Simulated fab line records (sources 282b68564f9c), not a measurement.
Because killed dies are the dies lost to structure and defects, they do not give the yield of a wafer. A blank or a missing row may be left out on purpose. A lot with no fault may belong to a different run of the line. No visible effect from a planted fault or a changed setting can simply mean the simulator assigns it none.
A struck lot beside a sound one :: flow rit_cmos :: 14 out of 202 route steps
Sound: these wafers, L235.3, L235.5, L235.6. Wafers struck: L239.1, L239.3, L239.6. The cause is named last.
Each step with rows lists, per side, the tool, then ch with its chambers, then its first start. Under that, the readings that differ: sound wafers :: struck wafers :: difference of the means :: sigmas: that difference in standard deviations of wafers without a fault.
alike: readings with means less than 2 such deviations apart, plus words and numbers identical on both sides. not compared: withheld readings, readings lacking a value on some wafer, bounds such as >300 that could conceal the same value, and numbers that have no deviation in the record and whose values overlap.
A row with sigmas, a row that says differs or no value, or rows on one side alone: a step with any of these is where the two part. Non-overlapping numbers with no deviation appear without sigmas and do not part them. A reading that every wafer of one side lacks parts them only if that side has two wafers or more.

RIT_NSD_OVL_MEAS_06:
  struck on overlay-02, day 6 09:13; sound on overlay-01, day 5 12:29
  alike: NSD_OVL
then, 2 steps without rows for these wafers: RIT_NSD_HARDBAKE_07 (time 60 s); RIT_NSD_IMPLANT_08.
RIT_NSD_STRIP_09: strips in O2, time 180 s.
  sound on plasma_asher-04 ch 0,1, day 5 12:52; struck on plasma_asher-04 ch 0,1, day 6 09:33
  alike: drypump_motor_current_A
  not compared: rf_hours_counter_h
RIT_NSD_TW_MEAS_10:
  struck on film_metro-02, day 6 09:43; sound on film_metro-01, day 5 12:59
  alike: NSD_TW
then, 6 steps without rows for these wafers: RIT_PSD_HMDS_00 (prime time 60 s); RIT_PSD_COAT_01 (resist thk 1000 nm); RIT_PSD_SOFTBAKE_02 (time 60 s); RIT_PSD_EXPOSE_03 (exposes mask M10, target cd 40900 nm); RIT_PSD_PEB_04; RIT_PSD_DEVELOP_05 (develop time 50 s).
RIT_PSD_OVL_MEAS_06:
  struck on overlay-01, day 6 10:46; sound on overlay-01, day 5 13:54
  alike: PSD_OVL
RIT_PSD_HARDBAKE_07: time 60 s.
  sound on litho_track-01 ch 0, day 5 13:58; struck on litho_track-04 ch 0, day 6 10:47
reading: heater_power_total_W (W)
sound: 62.49 62.52 62.48
struck: 60.99 60.87 60.91
difference: -1.57
sigmas: -35

reading: plate_temp_C (C)
sound: 140.07 139.71 140.03
struck: 137.37 137.52 137.37
difference: -2.52
sigmas: -18

reading: model.NOVOLAK_of_PSD_COAT_01.thk_nm (nm)
sound: 883.8 884.8 886.4
struck: 888.2 888.5 890
difference: +3.9
sigmas: 
  alike: exhaust_pa
after that, 1 step had no rows for these wafers: RIT_PSD_IMPLANT_08.

## WHERE THEY PART
Only at RIT_PSD_HARDBAKE_07, within this record.

WHY: the cause the simulator had injected
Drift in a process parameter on litho_track-04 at RIT_PSD_HARDBAKE_07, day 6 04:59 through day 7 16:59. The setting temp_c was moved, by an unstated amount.
